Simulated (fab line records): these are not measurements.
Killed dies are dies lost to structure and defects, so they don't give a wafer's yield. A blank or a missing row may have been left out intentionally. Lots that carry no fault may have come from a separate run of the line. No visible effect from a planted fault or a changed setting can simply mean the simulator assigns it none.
Shared-tool check + flow berkeley-cmos170 + 14 lots, 42 wafers sampled

== REASON FOR OPENING ==
At UCB170_SPACER_THK_MEAS_01 the reading SPACER_TEOS_THK is flagged on 2 of 14 lots. No-fault wafers: 375 nm, standard deviation 4.4.
Rule: a lot gets a flag if all its wafers with a number sit over 4 standard deviations from that mean, or if no wafer of it has a number. The other lots count as sound.

| lot  | measured     | on            | SPACER_TEOS_THK (nm), wafer by wafer | flag    |
|------|--------------|---------------|--------------------------------------|---------|
| L896 | day 6 17:07  | film-metro-02 | 369 375 373                          |         |
| L897 | day 6 22:42  | film-metro-03 | 367 376 371                          |         |
| L898 | day 7 06:55  | film-metro-01 | 367 379 369                          |         |
| L902 | day 7 17:20  | film-metro-01 | 368 368 372                          |         |
| L903 | day 7 22:22  | film-metro-01 | 374 377 384                          |         |
| L904 | day 8 08:35  | film-metro-02 | 377 379 383                          |         |
| L905 | day 8 12:19  | film-metro-03 | 533 535 533                          | FLAGGED |
| L906 | day 8 12:50  | film-metro-02 | 373 375 380                          |         |
| L909 | day 9 13:44  | film-metro-02 | 532 527 533                          | FLAGGED |
| L913 | day 10 00:21 | film-metro-03 | 376 376 381                          |         |
| L912 | day 10 00:31 | film-metro-01 | 374 380 377                          |         |
| L914 | day 10 00:38 | film-metro-03 | 371 370 375                          |         |
| L917 | day 10 23:36 | film-metro-01 | 374 378 375                          |         |
| L918 | day 11 00:50 | film-metro-03 | 371 377 378                          |         |
Average over the flagged lots: 532 nm; offset from the usual +157 nm, equal to +36 standard deviations.

== WHICH TOOL EACH LOT WENT THROUGH ==
The record holds 3 process steps before the reading, out of a route of 331 steps. Every cell lists first the tool, next ch and the chambers used by the sampled wafers, and last the start.
| lot  | flag    | UCB170_NVT_STRIP_08                  | UCB170_PVT_STRIP_08                  | UCB170_SPACER_CVD_00           |
|------|---------|--------------------------------------|--------------------------------------|--------------------------------|
| L896 |         | plasma-asher-04 ch 0,1, day 5 20:26  | plasma-asher-01 ch 0,1, day 5 21:47  | pecvd-02 ch 0,1, day 6 17:04   |
| L897 |         | plasma-asher-01 ch 0,1, day 6 03:50  | plasma-asher-02 ch 0,1, day 6 05:38  | pecvd-01 ch 0,2, day 6 22:40   |
| L898 |         | plasma-asher-04 ch 0,1, day 6 13:20  | plasma-asher-04 ch 0,1, day 6 15:36  | pecvd-02 ch 0,1, day 7 06:51   |
| L902 |         | plasma-asher-04 ch 0,1, day 6 19:38  | plasma-asher-04 ch 0,1, day 6 23:50  | pecvd-02 ch 0,1, day 7 17:17   |
| L903 |         | plasma-asher-04 ch 0,1, day 7 04:58  | plasma-asher-04 ch 0,1, day 7 06:22  | pecvd-01 ch 0,2, day 7 22:19   |
| L904 |         | plasma-asher-03 ch 0,1, day 7 16:30  | plasma-asher-02 ch 0,1, day 7 18:18  | pecvd-02 ch 0,1, day 8 08:33   |
| L905 | FLAGGED | plasma-asher-01 ch 0,1, day 7 18:29  | plasma-asher-04 ch 0,1, day 7 22:40  | pecvd-01 ch 0, day 8 12:11     |
| L906 |         | plasma-asher-03 ch 0,1, day 7 18:46  | plasma-asher-02 ch 0,1, day 7 22:57  | pecvd-02 ch 0,1,2, day 8 12:46 |
| L909 | FLAGGED | plasma-asher-01 ch 1, day 8 22:55    | plasma-asher-02 ch 0,1, day 9 01:31  | pecvd-01 ch 0,1,2, day 9 13:41 |
| L913 |         | plasma-asher-03 ch 0,1, day 9 01:32  | plasma-asher-01 ch 0,1, day 9 05:51  | pecvd-02 ch 1,2, day 10 00:17  |
| L912 |         | plasma-asher-04 ch 0,1, day 9 01:49  | plasma-asher-01 ch 0,1, day 9 06:10  | pecvd-04 ch 0,1, day 10 00:27  |
| L914 |         | plasma-asher-03 ch 0,1, day 9 01:48  | plasma-asher-04 ch 0,1, day 9 06:03  | pecvd-02 ch 1,2, day 10 00:34  |
| L917 |         | plasma-asher-01 ch 0,1, day 10 02:52 | plasma-asher-01 ch 0,1, day 10 04:38 | pecvd-04 ch 0,1, day 10 23:33  |
| L918 |         | plasma-asher-03 ch 0,1, day 10 07:06 | plasma-asher-01 ch 0,1, day 10 08:49 | pecvd-04 ch 1,2, day 11 00:48  |
What the steps here do:
- UCB170_NVT_STRIP_08: strips in O2.
- UCB170_PVT_STRIP_08: strips in O2.
- UCB170_SPACER_CVD_00: deposits SiO2 from TEOS/O2, target thk 376 nm, time 47 s.
- UCB170_SPACER_THK_MEAS_01

== FLAGGED AGAINST TOTAL, ONE TOOL AT A TIME (gauges that did the reading follow at the end) ==
| step                      | tool            | lots run | flagged | share of the flagged lots | sound lots run after its first flagged lot |
|---------------------------|-----------------|----------|---------|---------------------------|--------------------------------------------|
| UCB170_NVT_STRIP_08       | plasma-asher-01 | 4        | 2       | all                       | 1 (L917)                                   |
| UCB170_NVT_STRIP_08       | plasma-asher-03 | 5        | 0       | none                      | -                                          |
| UCB170_NVT_STRIP_08       | plasma-asher-04 | 5        | 0       | none                      | -                                          |
| UCB170_PVT_STRIP_08       | plasma-asher-01 | 5        | 0       | none                      | -                                          |
| UCB170_PVT_STRIP_08       | plasma-asher-02 | 4        | 1       | some                      | 0                                          |
| UCB170_PVT_STRIP_08       | plasma-asher-04 | 5        | 1       | some                      | 1 (L914)                                   |
| UCB170_SPACER_CVD_00      | pecvd-01        | 4        | 2       | all                       | 0                                          |
| UCB170_SPACER_CVD_00      | pecvd-02        | 7        | 0       | none                      | -                                          |
| UCB170_SPACER_CVD_00      | pecvd-04        | 3        | 0       | none                      | -                                          |
| UCB170_SPACER_THK_MEAS_01 | film-metro-01   | 5        | 0       | none                      | -                                          |
| UCB170_SPACER_THK_MEAS_01 | film-metro-02   | 4        | 1       | some                      | 0                                          |
| UCB170_SPACER_THK_MEAS_01 | film-metro-03   | 5        | 1       | some                      | 3 (L913,L914,L918)                         |

== WHAT THE TABLE PERMITS ==
Rows of the table that ran all the flagged lots, 2 in number: plasma-asher-01 at UCB170_NVT_STRIP_08; pecvd-01 at UCB170_SPACER_CVD_00.
- plasma-asher-01 at UCB170_NVT_STRIP_08 ran 4 lots, 2 of them flagged. After the first flagged lot (L917), sound lots still ran on it; a lasting fault on the whole tool would not permit that.
- pecvd-01 at UCB170_SPACER_CVD_00 ran 4 lots, 2 of them flagged. Last sound lot L903 at day 7 22:19, first flagged lot L905 at day 8 12:11; a fault beginning in between fits.
Just one tool remains: pecvd-01 at UCB170_SPACER_CVD_00.

== WHAT THE SIMULATOR HAD INSERTED ==
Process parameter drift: pecvd-01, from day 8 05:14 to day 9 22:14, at UCB170_SPACER_CVD_00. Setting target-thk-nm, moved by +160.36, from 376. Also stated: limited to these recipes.
Lots struck among those shown: L905, L909. Same finding as the rule above.
